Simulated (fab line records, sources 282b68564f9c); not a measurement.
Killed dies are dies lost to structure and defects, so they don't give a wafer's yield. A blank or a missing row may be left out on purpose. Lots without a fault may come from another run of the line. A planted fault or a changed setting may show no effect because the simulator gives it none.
One fault seen from 2 desks | flow rit_cmos | each desk has only its own numbers; what lay behind them comes last

THE TOOL OWNER'S DESK: litho_track-01
The tool's own readings at RIT_NSD_COAT_01 (resist thk 1000 nm): means of the sampled wafers that have a number, for each lot that ran on this tool. A lot is out of limits, marked OUT, if its mean lies more than 4 standard deviations from the usual mean; the brackets give that distance.
Columns: A = dispense_pressure_kPa at RIT_NSD_COAT_01, usual 50.6 kPa; B = spin_speed_rpm at RIT_NSD_COAT_01, usual 3250.3 rpm
lot  | first seen here | A    | B
L539 | day 3 10:39     | 50.7 | 3249.6
L540 | day 3 17:40     | 50.7 | 3248.7
L543 | day 4 04:49     | 50.7 | 3248.8
L550 | day 5 15:52     | 50.7 | 3249.9
L551 | day 5 21:03     | 50.7 | 3373.1 (+58) OUT
L553 | day 6 06:56     | 50.7 | 3374.9 (+59) OUT
This desk's finding: out of limits on L551, L553; first on L551, day 5 21:03 (spin_speed_rpm at RIT_NSD_COAT_01). In limits: L539, L540, L543, L550.

THE METROLOGY DESK
What the gauges read, lot by lot, whatever tool the lot ran on: means of the sampled wafers that have a number. A lot is out of limits, marked OUT, if its mean lies more than 4 standard deviations from the usual mean; the brackets give that distance.
Columns: A = INCOMING_BOW at RIT_ACTIVE_BOW_MEAS_00, usual 1 um; B = NSD_TW at RIT_NSD_TW_MEAS_10, usual 3135
lot  | first seen here | A  | B
L539 | day 1 20:01     | -1 | 3132
L540 | day 2 01:01     | 1  | 3133
L541 | day 2 06:00     | -0 | 3131
L542 | day 2 11:01     | 10 | 3145
L543 | day 2 16:00     | -1 | 3163
L545 | day 3 02:02     | 2  | 3138
L548 | day 3 17:00     | -2 | 3154
L549 | day 3 22:00     | 11 | 3149
L550 | day 4 03:02     | 4  | 3122
L551 | day 4 08:04     | -2 | 3141
L552 | day 4 13:00     | -2 | 3149
L553 | day 4 18:01     | -0 | 3120
L555 | day 5 04:01     | 2  | 3140
L560 | day 6 05:02     | 0  | 3118
This desk's finding: nothing out of limits on any of the 14 lots.

PUT TOGETHER
The tool owner's desk could have raised an alarm at day 5 21:03, on L551, L553.
The metrology desk saw nothing out of limits.
The metrology desk has L551, L553 on record, within its limits.
Of the lots named, all ran RIT_NSD_COAT_01 on litho_track-01.

WHAT THE SIMULATOR HAD PUT IN
Process parameter drift: litho_track-01, from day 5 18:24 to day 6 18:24, at RIT_NSD_COAT_01. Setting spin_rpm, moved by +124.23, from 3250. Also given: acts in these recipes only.
Lots struck among those shown: L551, L553.
Hours from the fault's start to each desk's first reading out of limits: the tool owner's desk, 3.
